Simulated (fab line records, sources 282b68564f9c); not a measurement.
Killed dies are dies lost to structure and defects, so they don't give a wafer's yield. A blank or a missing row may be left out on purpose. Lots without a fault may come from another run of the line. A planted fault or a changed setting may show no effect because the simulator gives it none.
A struck lot beside a sound one | flow rit_cmos | 19 steps out of a route of 202
Sound: wafers L975.3, L975.4, L975.6. Struck: wafers L986.1, L986.5, L986.6. The cause comes at the end.
At each step with rows: each side's tool, then ch and its chambers, then its first start. Under that, the readings that differ: sound wafers | struck wafers | difference of the means | sigmas: that difference in standard deviations of wafers without a fault.
alike: readings whose means differ by less than 2 such deviations, and words and numbers that are the same on both sides. not compared: withheld readings, readings that some wafer has no value for, bounds like >300 that may hide the same value, and numbers for which the record gives no deviation and whose values overlap.
The two part at a step that has a row with sigmas, a row that says differs or no value, or rows on one side only. Numbers that don't overlap but have no deviation are shown without sigmas and don't part them. A reading that every wafer of one side lacks parts them only if that side has two wafers or more.

first, 3 steps without rows for these wafers: RIT_GATE_CLEAN_02 (cleans in dHF, time 30 s); RIT_GATE_CLEAN_03 (cleans in SC2, time 600 s); RIT_GATE_CLEAN_04 (cleans in dHF, time 60 s).
RIT_FOX2_THK_MEAS_91:
  sound on film_metro-04, day 2 08:16; struck on film_metro-04, day 4 15:07
  alike: FIELD_OXIDE_LEFT_2_THK
then, 2 steps without rows for these wafers: RIT_GATE_OXIDATION_05 (target thk 3 nm, ox time 270 s); RIT_GATE_ANNEAL_06 (time 600 s).
RIT_GATE_THK_MEAS_07:
  sound on film_metro-04, day 2 09:38; struck on film_metro-01, day 4 16:30
  alike: GATE_OXIDE_THK
then, 1 step without rows for these wafers: RIT_GATE_CVD_08 (deposits poly-Si from SiH4, target thk 250 nm, time 2220 s).
RIT_GATE_THK_MEAS_09:
  sound on film_metro-04, day 2 11:19; struck on film_metro-04, day 4 18:11
  alike: GATE_POLY_THK
then, 3 steps without rows for these wafers: RIT_GATE_HMDS_10 (prime time 60 s); RIT_GATE_COAT_11 (resist thk 850 nm); RIT_GATE_SOFTBAKE_12 (time 60 s).
RIT_GATE_EXPOSE_13: exposes mask M6, target cd 150 nm.
  sound on iline_stepper-01 ch 0, day 2 11:53; struck on iline_stepper-01 ch 0, day 4 18:49
  reading                      | sound                   | struck            | difference | sigmas
  model.GATE.overlay_x_nm (nm) | -0.1657 -0.1657 -0.1657 | 130.3 130.3 130.3 | +130.5     |
  alike: mask, focus_offset_nm
then, 2 steps without rows for these wafers: RIT_GATE_PEB_14; RIT_GATE_DEVELOP_15 (develop time 50 s).
RIT_GATE_CD_MEAS_16: target cd 150 nm.
  sound on cd_sem-02, day 2 12:17; struck on cd_sem-01, day 4 19:13
  reading    | sound             | struck            | difference | sigmas
  cd_nm (nm) | 140.6 147.2 144.5 | 154.7 151.4 152.1 | +8.6       | +4
RIT_GATE_OVL_MEAS_17:
  sound on overlay-01, day 2 12:23; struck on overlay-01, day 4 19:20
  reading       | sound       | struck            | difference | sigmas
  GATE_OVL (nm) | 0.5 0.8 1.5 | 130.4 130.2 128.6 | +128.8     | +99 or more
then, 1 step without rows for these wafers: RIT_GATE_HARDBAKE_18 (time 60 s).
RIT_M1_PROBE_99:
  sound on prober-02, day 3 08:40; struck on prober-01, day 5 15:23
  reading                                                 | sound                | struck               | difference | sigmas
  model.etest.pldd.width_nm (nm)                          | 3161 3180 3166       | 3132 3122 3121       | -44        |
  model.etest.nldd.width_nm (nm)                          | 3166 3177 3176       | 3114 3121 3124       | -53        |
  model.etest.select_edge_diode_p.leak_log10_a (angstrom) | -10.29 -10.35 -10.45 | -9.156 -8.861 -8.617 | +1.485     |
  model.etest.select_edge_diode_n.leak_log10_a (angstrom) | -9.939 -9.749 -9.899 | -8.58 -8.42 -8.122   | +1.49      |
  model.etest.gate_end_array.leak_log10_a_um              | -12.79 -12.77 -12.89 | -12.37 -12.2 -12.06  | +0.61      |
  alike: killed_at_front_end, killed_dies, killed_open, killed_short

WHERE THEY PART
First at RIT_GATE_CD_MEAS_16; last, within this record, at RIT_GATE_OVL_MEAS_17. Later steps at which nothing parts them and some readings are alike: RIT_M1_PROBE_99.

WHY: what the simulator had put in
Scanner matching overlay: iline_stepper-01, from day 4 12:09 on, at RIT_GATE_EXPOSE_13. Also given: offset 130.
